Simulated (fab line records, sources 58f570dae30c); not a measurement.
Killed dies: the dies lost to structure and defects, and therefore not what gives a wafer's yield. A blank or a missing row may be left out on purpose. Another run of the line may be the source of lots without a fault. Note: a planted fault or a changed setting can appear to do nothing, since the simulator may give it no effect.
Problem report in the 8D (eight disciplines) form, filled by code / flow berkeley cmos170 / the parts of the form that need people (team, actions taken, sign-off) are left out

## 1. THE ISSUE
M2_AL_RS at UCB170_M2_RS_MEAS_02 reads a mean of 0.0293 ohm/sq on 1 wafer of 1 lot; wafers without a fault read 0.0322 ohm/sq with a standard deviation of 0.00035. That puts it -8.3 standard deviations away from the usual mean.
The step: measures by four-point-probe.
First observed at day 12 04:29: wafer L851.2, on film metro-01. The record holds 39 wafers of 13 lots with a number at this step. The rule behind "out" and "out of limits": a value lying over 4 standard deviations away from the usual mean. All remaining wafers that have a number are taken as sound.

## 2. WHAT IT IS; WHAT IT IS NOT
question=which readings at this step; is=M2_AL_RS; is not=-
question=which lots; is=L851; is not=L832, L833, L834, L835, L836, L837, L840, L841, L843, L844, L845, L850
question=which wafers of those lots; is=L851.2; is not=L851.1, L851.6
question=read on which gauges; is=film metro-01; is not=film metro-02, film metro-04
question=when; is=from day 12 04:29; is not=up to then (38 sound wafers)

## 3. WHAT RULES OUT EACH SUSPECT
Counting: a tool at a process step up to the reading stays a suspect if it ran every lot that is out. Sound lots after the first of them don't rule it out here, since some wafers of a struck lot are sound.
- the gauge at UCB170_M2_RS_MEAS_02: kept. All the wafers that are out were read on film metro-01, and no step on other tools shows them out.
- pecvd-04 at UCB170_V1_CVD_00 (deposits SiO2 from TEOS/O2, target thk 2000 nm, time 250 s): kept. L851, the lot that is out, went through it at day 12 01:56; up to then, the latest sound lot through it was L845 at day 11 12:38.
- pvd sputter-01 at UCB170_M2_SPUTTER_01 (material Al, target thk 900 nm, time 120 s): kept. L851, the lot that is out, went through it at day 12 04:25; up to then, the latest sound lot through it was L844 at day 11 00:25.
- The sound lot-mates ran in chamber 1 of pecvd-04 at UCB170_V1_CVD_00, but the wafers that are out ran in chamber 2.
After the count, these remain: pecvd-04 at UCB170_V1_CVD_00, pvd sputter-01 at UCB170_M2_SPUTTER_01 and film metro-01 at UCB170_M2_RS_MEAS_02.

## 4. THE CAUSE (what the simulator had put in)
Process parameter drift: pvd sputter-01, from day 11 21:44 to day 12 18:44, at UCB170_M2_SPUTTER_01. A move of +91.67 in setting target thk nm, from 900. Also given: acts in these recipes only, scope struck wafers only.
After counting, 3 suspects remain, this tool included.

## 5. SEQUENCE OF EFFECTS, ordered by route
Rows list readings where the struck wafers' mean (over those with a number) sits beyond 3 standard deviations from the usual. Readings are gone through only where the record gives a usual standard deviation; hours: the median, over the lots, of the time from a lot's start at the first step in this table giving one to that lot's start at this step; sigmas: the change measured in usual standard deviations.
hours=0; step=UCB170_M2_RS_MEAS_02; reading=M2_AL_RS; usual=0.0322 ohm/sq; on struck wafers=0.0293; change=-0.0029; sigmas=-8.3
hours=0; step=UCB170_M2_THK_MEAS_03; reading=M2_AL_THK; usual=920 nm; on struck wafers=1007; change=+87; sigmas=+7.9
hours=3; step=UCB170_M2_METAL_ETCH_18; reading=oes product au; usual=0.850 a.u.; on struck wafers=0.895; change=+0.045; sigmas=+3.0
Its process steps:
- UCB170_M2_METAL_ETCH_18: etches Al in Cl2/BCl3, stops on SiO2, target depth 1170 nm, time 195 s.

## 6. WHAT WOULD HAVE CAUGHT IT SOONER
The first out-of-limits reading at a measuring or inspecting step in this record came at day 12 04:29, 7 hours after the fault's start at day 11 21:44.
No tool reading at UCB170_M2_SPUTTER_01 that has a usual standard deviation in the record was out on any struck wafer, so an alarm limit of 4 standard deviations on those readings would not have fired.
Lots out: 1; all had begun UCB170_M2_SPUTTER_01 on pvd sputter-01 by day 12 04:29. None of them would have been spared by holding the tool at that moment.
